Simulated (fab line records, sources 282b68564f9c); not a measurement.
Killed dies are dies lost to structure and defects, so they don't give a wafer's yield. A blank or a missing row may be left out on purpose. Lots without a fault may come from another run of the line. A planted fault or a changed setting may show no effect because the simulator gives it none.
fab line records | flow rit_cmos
record lots=4 wafers=12 last_day=6
route steps=202 shown SDANNEAL@156 SILICIDE@161 CONTACT@168 M1@184
lots that met no fault: from a run of the same line without faults
start_h: hours from the record's first day to the start of the lot's first wafer shown | wait_h: hours since the lot's step before | " the same as in the row above | L1.1+2: a row that stands for several wafers | - no value, or no start given | * or withheld: withheld | < > ~ a bound
route shown NAME@n: a module of which the file shows steps, and the number in the route of the first | usual: mean/standard deviation of fault-free wafers | same: alike in all rows | chamber/n: place in a boat | sites: the reading at each site | _std_site: their standard deviation | _edge_site: outer sites' mean less inner sites' | radius_mm: how far each site lies from the wafer's centre | mask NAME#n: copy n | behind: the tool/chamber that last shaped the wafer | hold: why the lot was held/for how many hours/how that ended | device: the transistor (n, p or np) that didn't switch | end of line: the same wafers' tests at the end of the route | a step without rows: its recipe alone | killed: dies lost to structure and defects at the first sort, not the wafer's yield | map: a wafer's dies, x killed, . not, _ none there
set.NAME: the setting as run; set.NAME@STEP: as run at that earlier step | model.NAME: the simulator's own value behind a step, which no gauge read
lots at some steps of the route; a table a step, a row a wafer
services: from which hour (start_h, from the record's first day; less than 0 if before it) a tool's chamber was out of use, for how many hours, and why
## steps
# step RIT_SDANNEAL_RTA_03
# recipe temp_c=1050 time_s=5 idle_temp_c=600 ramp_up_c_per_s=342 ramp_down_c_per_s=171 cool_to_c=600 ambient=N2
# step RIT_SILICIDE_WET_ETCH_00
# recipe chemistry=BOE target=SiO2 target_depth_nm=14 time_s=15 dry=n2_spin dilution=10:1 temp_c=21.5
# step RIT_SILICIDE_SPUTTER_01
# recipe material=Ti target_thk_nm=30 power_w=350 chamber_pressure_pa=0.667 gas=Ar time_s=240 substrate_temp_c=25
# step RIT_SILICIDE_RTA_04
# recipe temp_c=650 time_s=10 idle_temp_c=25 ramp_up_s=5 ramp_down_s=5 cool_to_c=25 ambient=N2
# step RIT_SILICIDE_WET_ETCH_05
# recipe chemistry=SPM target=Ti temp_c=90 time_s=120 dry=n2_spin
# step RIT_SILICIDE_RTA_06
# recipe temp_c=750 time_s=10 idle_temp_c=25 ramp_up_s=5 ramp_down_s=10 cool_to_c=25 ambient=N2
# step RIT_CONTACT_CVD_00
# recipe material=SiO2 target_thk_nm=400 precursor=TEOS temp_c=390 time_s=61 rf_w=400
# usual heater_power_w=319/61
# columns lot.wafer tool chamber start_h wait_h heater_power_w model.SiO2_of_CONTACT_CVD_00.thk_nm
L946.3 pecvd-04 1 75.72 0.0 380 398
L946.4 " 1 " " 382 402.8
L946.5 " 2 " " 332 403.5
L951.2 pecvd-04 2 100.56 0.0 350 393.5
L951.5 " 1 " " 441 401.4
L951.6 " 0 " " 334 263
L953.1 pecvd-04 2 111.08 0.1 368 390
L953.4 " 0 " " 348 254.5
L953.6 " 2 " " 275 396.6
L960.1 pecvd-02 1 146.93 0.1 402 390.4
L960.2 " 2 " " 282 390.1
L960.6 " 1 " " 418 401.6
# step RIT_CONTACT_THK_MEAS_01
# recipe reads=SiO2_of_CONTACT_CVD_00
# usual CONTACT_TEOS_THK=398/5.5
# columns lot.wafer tool chamber start_h wait_h CONTACT_TEOS_THK[nm]
L946.3 film_metro-04 - 75.79 0.0 398
L946.4 " - " " 403
L946.5 " - " " 404
L951.2 film_metro-04 - 100.62 0.0 394
L951.5 " - " " 402
L951.6 " - " " 263
L953.1 film_metro-02 - 111.13 0.0 390
L953.4 " - " " 254
L953.6 " - " " 397
L960.1 film_metro-02 - 146.98 0.0 391
L960.2 " - " " 390
L960.6 " - " " 401
# step RIT_CONTACT_HMDS_02
# recipe prime_time_s=60 prime_temp_c=140
# step RIT_CONTACT_COAT_03
# recipe resist=NOVOLAK spin_rpm=3250 resist_thk_nm=1000
# step RIT_CONTACT_SOFTBAKE_04
# recipe resist=NOVOLAK temp_c=90 time_s=60
# step RIT_CONTACT_EXPOSE_05
# recipe mask_id=M11 na=0.6 source_shape=conventional sigma_outer=0.5 target_cd_nm=1000 dose_mj=250
# step RIT_CONTACT_PEB_06
# recipe resist=NOVOLAK temp_c=withheld time_s=withheld
# step RIT_CONTACT_DEVELOP_07
# recipe resist=NOVOLAK develop_time_s=120 dev_temp_c=23
# step RIT_CONTACT_HARDBAKE_10
# recipe resist=NOVOLAK temp_c=140 time_s=60
# step RIT_CONTACT_ETCH_11
# recipe target_depth_a=4800 over_etch_frac=0.2 stop_on=TiSi2 chemistry=CHF3/CF4/Ar target=SiO2 CHF3_flow_sccm=50 cf4_flow_sccm=10 Ar_flow_sccm=100 O2_flow_sccm=5 pressure_mtorr=100 rf_w=200 time_s=320
# usual drypump_motor_current_A=5.7/0.35 mfc_ar_sccm=100.0/0.32 oes_product_au=0.987/0.017 throttle_valve_pct=8.91/0.1
# columns lot.wafer tool chamber start_h wait_h drypump_motor_current_A mfc_ar_sccm oes_product_au rf_hours_counter_h throttle_valve_pct model.CONTACT.feature_depth_nm model.etch.depth_nm
L946.3 rie_diel-01 3 77.23 0.1 5.5 99.9 0.981 121 8.81 398 398
L946.4 " 3 " " 5.5 100.2 0.980 - 8.80 402.8 402.8
L946.5 " 1 " " 6.2 100.6 0.996 - 8.93 403.5 403.5
L951.2 rie_diel-02 0 101.94 0.1 6.1 99.5 1.009 47 9.02 393.5 393.5
L951.5 " 3 " " 5.6 99.9 0.995 - 8.63 401.4 401.4
L951.6 " 0 " " 6.1 99.8 0.986 - 9.04 263 263
L953.1 rie_diel-03 0 112.51 0.1 5.9 99.9 0.960 42 8.87 390 390
L953.4 " 3 " " 5.2 100.1 0.970 107 8.88 254.5 254.5
L953.6 " 0 " " 5.9 100.2 0.953 - 8.85 396.6 396.6
L960.1 rie_diel-01 0 148.44 0.1 6.0 99.9 0.967 4 8.97 390.4 390.4
L960.2 " 3 " " 5.5 100.6 0.978 122 8.82 390.1 390.1
L960.6 " 2 " " 6.1 100.5 0.974 - 8.99 401.6 401.6
# step RIT_CONTACT_STRIP_12
# recipe chemistry=O2 time_s=180 resist=NOVOLAK platen_temp_c=withheld power_w=500 pressure_mtorr=4000 o2_flow_sccm=4000
# step RIT_CONTACT_CLEAN_13
# recipe chemistry=SC1 mix=3:3:50 time_s=600 temp_c=75
# step RIT_CONTACT_CLEAN_14
# recipe chemistry=SC2 mix=3:3:50 time_s=600 temp_c=75 dry=n2_spin
# step RIT_M1_SPUTTER_00
# recipe material=Al target_thk_nm=400 power_w=2000 chamber_pressure_pa=0.4 gas=Ar time_s=500 substrate_temp_c=25
# step RIT_M1_HMDS_03
# recipe prime_time_s=60 prime_temp_c=140
# step RIT_M1_COAT_04
# recipe resist=NOVOLAK spin_rpm=2000 resist_thk_nm=1300
# step RIT_M1_SOFTBAKE_05
# recipe resist=NOVOLAK temp_c=90 time_s=60
# step RIT_M1_EXPOSE_06
# recipe mask_id=M12 na=0.6 source_shape=conventional sigma_outer=0.5 target_cd_nm=2600 dose_mj=250
# step RIT_M1_PEB_07
# recipe resist=NOVOLAK temp_c=withheld time_s=withheld
# step RIT_M1_DEVELOP_08
# recipe resist=NOVOLAK develop_time_s=68 dev_temp_c=23
# step RIT_M1_HARDBAKE_11
# recipe resist=NOVOLAK temp_c=140 time_s=120
# step RIT_M1_METAL_ETCH_12
# recipe stop_on=SiO2 chemistry=Cl2/BCl3 target=Al time_s=165 over_etch_frac=0.5 pressure_mtorr=100 target_depth_a=6000 rf_w=250 Cl2_flow_sccm=60 bcl3_flow_sccm=50
# usual bcl3_flow_sccm=50.01/0.15 drypump_motor_current_A=5.7/0.39 oes_product_au=0.780/0.017 throttle_valve_pct=8.19/0.089
# columns lot.wafer tool chamber start_h wait_h bcl3_flow_sccm drypump_motor_current_A oes_product_au rf_hours_counter_h throttle_valve_pct model.SiO2_of_CONTACT_CVD_00.thk_nm
L946.3 rie_metal-02 1 79.93 0.2 49.99 5.7 0.759 - 8.23 362.1
L946.4 " 0 " " 49.84 6.2 0.781 - 8.28 365.5
L946.5 " 1 " " 49.97 5.7 0.754 - 8.22 367.4
L951.2 rie_metal-01 0 104.59 0.2 50.03 6.0 0.772 1 8.32 356.9
L951.5 " 0 " " 49.91 6.0 0.774 - 8.32 364.6
L951.6 " 1 " " 49.95 5.5 0.759 - 8.15 225.2
L953.1 rie_metal-03 0 115.18 0.2 49.97 5.9 0.810 5 8.15 353
L953.4 " 0 " " 50.17 5.9 0.802 - 8.14 217.8
L953.6 " 0 " " 49.99 5.9 0.806 - 8.14 360
L960.1 rie_metal-01 0 151.04 0.2 50.31 6.0 0.780 2 8.32 353.3
L960.2 " 1 " " 49.68 5.5 0.753 2 8.15 352.1
L960.6 " 0 " " 50.36 6.0 0.772 - 8.32 364.7
# step RIT_M1_STRIP_13
# recipe chemistry=nmp resist=NOVOLAK temp_c=80 time_s=600 dry=n2_spin
# step RIT_M1_PROBE_99
# usual killed_at_front_end=7/3 killed_dies=7/3.1 killed_open=3.4/2.1 killed_short=3.2/1.9
# same gross_dies=264 killed_at_M0_to_M3=0 killed_at_M4_up=0 killed_at_back_side=0 killed_at_contacts=0 killed_at_other=0
# columns lot.wafer tool chamber start_h wait_h killed_at_front_end killed_dies killed_open killed_short model.etest.field_p_metal.vt_v model.etest.nmos_0p15.junction_log10_a_um model.etest.nmos_narrow.off_log10_a_um model.etest.nmos_0p3.off_log10_a_um model.etest.gate_end_array.leak_log10_a_um model.etest.contact_diode_array.leak_log10_a model.etest.pmos_0p15.junction_log10_a_um model.etest.antenna_contact.gate_log10_a_cm2
L946.3 prober-01 - 82.22 0.2 6 6 3 3 -30.32 -13.54 -13.22 -13.14 -12.94 -9.503 -13.89 -6.012
L946.4 prober-01 - 82.27 0.2 4 4 3 1 -31.11 -13.49 -13.33 -13 -12.84 -9.578 -13.71 -6.161
L946.5 prober-01 - 82.32 0.2 3 3 1 2 -31.74 -13.64 -13.09 -13.01 -12.78 -9.54 -13.84 -5.874
L951.2 prober-02 - 107.07 0.1 4 4 1 3 -28.52 -13.67 -13.12 -13.04 -12.84 -9.491 -13.77 -6.485
L951.5 prober-02 - 107.22 0.2 3 3 2 1 -28.91 -13.34 -13.21 -13.02 -12.79 -9.466 -13.76 -6.447
L951.6 prober-02 - 107.27 0.2 6 6 3 3 -21.83 -12.12 -12.09 -12.08 -11.91 -8.75 -13.04 -5.799
L953.1 prober-02 - 117.43 0.1 9 9 5 4 -29.63 -13.32 -13.36 -13.14 -12.84 -9.274 -13.87 -6.447
L953.4 prober-02 - 117.58 0.2 6 6 3 3 -22.59 -11.96 -11.95 -11.95 -11.85 -8.521 -12.91 -5.718
L953.6 prober-02 - 117.68 0.2 2 2 1 1 -29.49 -13.49 -13.36 -13.21 -12.91 -9.031 -13.81 -6.254
L960.1 prober-01 - 153.29 0.1 2 2 1 1 -31.07 -13.56 -13.26 -13.13 -13 -9.489 -13.9 -6.509
L960.2 prober-01 - 153.34 0.1 5 5 1 4 -30.43 -13.62 -13.32 -13.11 -12.83 -9.603 -13.84 -6.574
L960.6 prober-01 - 153.54 0.2 3 3 2 1 -31.06 -13.8 -13.33 -13.26 -13.11 -9.322 -13.62 -6.634
# killed by level:class
L946.3 GATE:geometric_particle:short=2 FOX1:geometric_particle:short=1 FOX1:geometric_particle:open=1 FOX2:geometric_particle:open=1 REOX:geometric_particle:open=1
L946.4 FOX1:geometric_particle:open=1 GATE:geometric_particle:open=1 GATE:geometric_particle:short=1 SILICIDE:geometric_particle:open=1
L946.5 GATE:geometric_particle:open=1 GATE:geometric_particle:short=1 REOX:geometric_particle:short=1
L951.2 FOX2:geometric_particle:short=1 GATE:geometric_particle:open=1 GATE:geometric_particle:short=1 REOX:geometric_particle:short=1
L951.5 GATE:geometric_particle:open=2 SILICIDE:geometric_particle:short=1
L951.6 FOX1:geometric_particle:short=1 FOX2:geometric_particle:open=1 FOX2:geometric_particle:short=1 GATE:geometric_particle:open=1 GATE:geometric_particle:short=1 REOX:geometric_particle:open=1
L953.1 GATE:geometric_particle:open=2 SILICIDE:geometric_particle:short=2 FOX1:geometric_particle:open=1 GATE:geometric_particle:short=1 REOX:geometric_particle:open=1 REOX:geometric_particle:short=1 SILICIDE:geometric_particle:open=1
L953.4 GATE:geometric_particle:open=2 ACTIVE:geometric_particle:open=1 FOX1:geometric_particle:short=1 FOX2:geometric_particle:short=1 GATE:geometric_particle:short=1
L953.6 GATE:geometric_particle:open=1 SILICIDE:geometric_particle:short=1
L960.1 FOX1:geometric_particle:short=1 FOX2:geometric_particle:open=1
L960.2 GATE:geometric_particle:short=2 FOX2:geometric_particle:short=1 GATE:geometric_particle:open=1 SPACER:geometric_particle:short=1
L960.6 FOX2:geometric_particle:short=1 GATE:geometric_particle:open=1 REOX:geometric_particle:open=1
## services
# columns tool chamber start_h hours kind
rie_diel-03 0 76.05 35.9 repair
rie_metal-02 0 83.78 8.7 repair
rie_metal-01 - 88.05 2.8 pm
rie_diel-01 1 93.58 - clean
rie_diel-01 1 93.58 25.0 scheduled_down
rie_diel-01 1 93.58 25.0 vent_cycle
pecvd-04 1 108.19 - calibration
rie_diel-01 - 126.74 0.5 repair
rie_diel-03 1 134.59 11.6 repair
rie_metal-02 - 136.12 20.0 pm
rie_metal-02 0 136.12 20.0 vent_cycle
rie_metal-02 1 136.12 20.0 vent_cycle
rie_diel-03 0 136.83 10.5 repair
rie_metal-01 - 145.40 1.0 repair
rie_diel-03 3 146.33 6.7 repair
## key
first_sign step=RIT_CONTACT_THK_MEAS_01 reading=CONTACT_TEOS_THK direction=down sigmas=26 usual=398 struck=259
effect none on later readings
model_effect step=RIT_CONTACT_CVD_00 value=SiO2_of_CONTACT_CVD_00.thk_nm without=395.6 struck=258.8
model_effect step=RIT_CONTACT_ETCH_11 value=CONTACT.feature_depth_nm without=395.6 struck=258.8
model_effect step=RIT_M1_METAL_ETCH_12 value=SiO2_of_CONTACT_CVD_00.thk_nm without=358.3 struck=221.5
model_effect step=RIT_M1_PROBE_99 value=etest.field_p_metal.vt_v without=-29.33 struck=-22.21
met_at RIT_CONTACT_CVD_00
struck_wafers L951.6,L953.4
tester_left_out L951,L953
fault kind=process_parameter_drift tool=pecvd-04 chamber=0 onset_h=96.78 steps=RIT_CONTACT_CVD_00 channel=target_thk_nm offset=-135.82 shape=step end_h=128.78 stated=400
# tester_left_out: of these lots the tester's yield and bins aren't shown, on N5 and GAA mostly nor the transistor test; their killed dies are dies lost to structure and defects alone, not to doping, threshold or leakage, so they don't give the yield
